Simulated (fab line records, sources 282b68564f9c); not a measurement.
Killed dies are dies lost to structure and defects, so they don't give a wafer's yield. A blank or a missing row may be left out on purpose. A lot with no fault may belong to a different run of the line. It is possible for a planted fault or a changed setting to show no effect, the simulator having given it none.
Split-lot experiment ; flow rit cmos ; 23 wafers read from 5 lots, route of 202 steps

ABOUT THE SPLIT
At RIT_ACTIVE_CVD_03 (deposits Si3N4 from SiH2Cl2/NH3, target thk 150 nm, time 1500 s), the setting nh3 flow sccm was moved away from the recipe's 150 sccm on 10 of the 23 wafers read, by +11.3% to +13.9%. All remaining wafers had this setting at the recipe value.

FROM THE SPLIT TO THE READING: what the file shows between them, 2 steps
- RIT_ACTIVE_CLEAN_16: cleans in dHF, time 30 s (also split here: time s)
- RIT_ACTIVE_CLEAN_17: cleans in SC2, time 600 s

THE READING
Si3N4_of_ACTIVE_CVD_03.thk nm (the simulator's own value, which no gauge read), in nm, at RIT_FOX1_OXIDATION_00 (target thk 350.7 nm, ox time 1130 s). There is no usual value for it anywhere in the file. Across the 13 wafers here that went through the recipe, the average is 141.9 nm and the standard deviation 1 nm.

wafer;tool, chamber at the split;nh3 flow sccm as run, sccm;against the recipe;Si3N4_of_ACTIVE_CVD_03.thk nm, nm;against lot-mates on the recipe
L074.1;-, -;170.9;+13.9%;158.6;no lot-mate on the recipe
L074.2;-, -;170.9;+13.9%;159.2;no lot-mate on the recipe
L074.3;-, -;170.9;+13.9%;158.1;no lot-mate on the recipe
L074.4;-, -;170.9;+13.9%;158;no lot-mate on the recipe
L074.6;-, -;170.9;+13.9%;158;no lot-mate on the recipe
L075.2;lpcvd-02, 0;150;recipe;143.6;-
L075.3;lpcvd-02, 0;150;recipe;143.2;-
L075.5;lpcvd-02, 0;150;recipe;143.4;-
L076.1;-, -;166.9;+11.3%;154.6;no lot-mate on the recipe
L076.3;-, -;166.9;+11.3%;155.7;no lot-mate on the recipe
L076.4;-, -;166.9;+11.3%;153.7;no lot-mate on the recipe
L076.5;-, -;166.9;+11.3%;154.7;no lot-mate on the recipe
L076.6;-, -;166.9;+11.3%;154.3;no lot-mate on the recipe
L077.1;-, -;150;recipe;142.5;-
L077.2;-, -;150;recipe;142.7;-
L077.3;-, -;150;recipe;141.1;-
L077.5;-, -;150;recipe;141.8;-
L077.6;-, -;150;recipe;141.5;-
L083.1;-, -;150;recipe;141.3;-
L083.2;-, -;150;recipe;140.8;-
L083.4;-, -;150;recipe;141.5;-
L083.5;-, -;150;recipe;140.1;-
L083.6;-, -;150;recipe;141.4;-

THE FIT
A straight line over all 23 wafers: Si3N4_of_ACTIVE_CVD_03.thk nm changes by +1.16 nm for each +1% of nh3 flow sccm; r = +0.99; the points scatter about the line by 0.93 nm.
Too few moved wafers have a lot-mate on the recipe to fit a line with each lot's own level taken away.

THE FILE'S OWN FIT
Si3N4_of_ACTIVE_CVD_03.thk nm changes by +1.16 nm for each +1% of nh3 flow sccm, r = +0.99.
